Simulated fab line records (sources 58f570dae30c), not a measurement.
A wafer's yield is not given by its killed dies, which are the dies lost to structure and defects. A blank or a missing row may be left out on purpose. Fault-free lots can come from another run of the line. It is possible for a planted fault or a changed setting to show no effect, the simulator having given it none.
A sampling plan put to the test    flow berkeleyCmos170    one fab line, 15 faults that these records tell of, each judged on the records of the lots that it struck
The plan consists of the line's own looks: route steps at which the wafer is read by a gauge or an inspection but not changed. A look can be judged if struck wafers have a number there and the file gives its usual mean and standard deviation on fault-free wafers. Caught: at a look after the fault's first step, the mean of the struck wafers lies 4 or more of those standard deviations (sigma) from the usual mean. On the tool: the test repeated on the tool's own readings taken at the fault's steps. A different recipe on the struck wafers counts as caught too, as does a record blank only for those wafers.

## THE FAULTS, as the simulator had put them in
1. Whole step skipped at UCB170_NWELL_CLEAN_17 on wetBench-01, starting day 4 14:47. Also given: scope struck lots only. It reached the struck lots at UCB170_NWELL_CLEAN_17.
2. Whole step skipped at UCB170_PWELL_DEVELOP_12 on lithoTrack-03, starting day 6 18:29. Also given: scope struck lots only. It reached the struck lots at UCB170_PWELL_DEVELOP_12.
3. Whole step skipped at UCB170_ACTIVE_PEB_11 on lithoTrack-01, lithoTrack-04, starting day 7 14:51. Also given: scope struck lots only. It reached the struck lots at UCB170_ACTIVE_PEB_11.
4. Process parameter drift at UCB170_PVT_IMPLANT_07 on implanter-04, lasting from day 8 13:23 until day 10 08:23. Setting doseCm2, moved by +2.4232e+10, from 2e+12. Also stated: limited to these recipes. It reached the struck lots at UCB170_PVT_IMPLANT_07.
5. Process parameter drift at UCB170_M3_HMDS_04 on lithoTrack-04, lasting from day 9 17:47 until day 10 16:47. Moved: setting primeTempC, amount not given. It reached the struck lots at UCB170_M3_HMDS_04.
6. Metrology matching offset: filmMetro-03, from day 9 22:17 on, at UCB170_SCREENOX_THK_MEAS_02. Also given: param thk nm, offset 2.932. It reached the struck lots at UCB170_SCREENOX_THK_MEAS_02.
7. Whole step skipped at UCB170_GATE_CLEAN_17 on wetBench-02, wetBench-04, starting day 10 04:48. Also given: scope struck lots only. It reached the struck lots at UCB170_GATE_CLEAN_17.
8. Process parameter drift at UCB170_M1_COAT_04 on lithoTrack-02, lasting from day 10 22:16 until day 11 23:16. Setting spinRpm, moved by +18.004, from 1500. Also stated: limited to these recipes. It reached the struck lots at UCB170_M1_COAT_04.
9. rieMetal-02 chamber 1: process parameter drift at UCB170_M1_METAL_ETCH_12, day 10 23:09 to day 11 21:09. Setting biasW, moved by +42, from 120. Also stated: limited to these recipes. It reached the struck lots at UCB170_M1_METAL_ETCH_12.
10. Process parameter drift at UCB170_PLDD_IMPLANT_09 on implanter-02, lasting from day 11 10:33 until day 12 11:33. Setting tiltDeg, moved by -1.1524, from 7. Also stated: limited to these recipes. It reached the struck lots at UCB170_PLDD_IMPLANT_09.
11. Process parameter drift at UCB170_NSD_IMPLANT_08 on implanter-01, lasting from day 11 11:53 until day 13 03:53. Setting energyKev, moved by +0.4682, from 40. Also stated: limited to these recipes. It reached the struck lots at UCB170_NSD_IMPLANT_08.
12. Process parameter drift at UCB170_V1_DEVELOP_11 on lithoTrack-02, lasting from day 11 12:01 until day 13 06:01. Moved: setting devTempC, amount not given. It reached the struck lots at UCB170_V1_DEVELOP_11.
13. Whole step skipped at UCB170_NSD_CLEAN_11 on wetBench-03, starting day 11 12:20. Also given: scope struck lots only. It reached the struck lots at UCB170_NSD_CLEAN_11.
14. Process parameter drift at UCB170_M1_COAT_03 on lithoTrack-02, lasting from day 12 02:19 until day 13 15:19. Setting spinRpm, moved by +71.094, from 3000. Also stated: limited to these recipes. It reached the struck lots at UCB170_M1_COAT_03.
15. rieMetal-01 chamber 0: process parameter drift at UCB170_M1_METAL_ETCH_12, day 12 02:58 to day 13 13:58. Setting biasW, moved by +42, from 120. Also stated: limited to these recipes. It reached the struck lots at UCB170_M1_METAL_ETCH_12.

## WHAT THE PLAN SAW
fault  on the tool itself                                first look that catches it                       reading, sigma  median hours from its first step to that look  hours from the fault's start to the first struck lot there  judged looks passed uncaught
1      the tool's record is blank for the struck wafers  no look after it can be judged                   -               -                                              -                                                           0
2      the tool's record is blank for the struck wafers  no look after it can be judged                   -               -                                              -                                                           0
3      the tool's record is blank for the struck wafers  no look after it can be judged                   -               -                                              -                                                           0
4      doseIonsCm2 +10 sigma                             none of the 2 looks that can be judged after it  -               -                                              -                                                           2
5      primeTempC +8.0 sigma                             no look after it can be judged                   -               -                                              -                                                           0
6      SCREENOX_OXIDE_THK +10 sigma                      not the one look that can be judged after it     -               -                                              -                                                           1
7      the tool's record is blank for the struck wafers  no look after it can be judged                   -               -                                              -                                                           0
8      spinSpeedRpm +19 sigma                            not the one look that can be judged after it     -               -                                              -                                                           1
9      biasW +99 or beyond sigma                         no look after it can be judged                   -               -                                              -                                                           0
10     tiltDeg -52 sigma                                 no look after it can be judged                   -               -                                              -                                                           0
11     beamEnergyKeV +39 sigma                           no look after it can be judged                   -               -                                              -                                                           0
12     developerTempC -8.1 sigma                         no look after it can be judged                   -               -                                              -                                                           0
13     the tool's record is blank for the struck wafers  no look after it can be judged                   -               -                                              -                                                           0
14     spinSpeedRpm +40 sigma                            no look after it can be judged                   -               -                                              -                                                           0
15     biasW +99 or beyond sigma                         no look after it can be judged                   -               -                                              -                                                           0
A dash: the fault is not caught, or the number is missing from these records.

Caught at a look: 0 of 15. Caught on the tool: 15 of 15. By one or the other: 15 of 15.
Faults caught by the tool alone: 1, 2, 3, 4, 5, 6, 7, 8, 9, 10, 11, 12, 13, 14, 15.
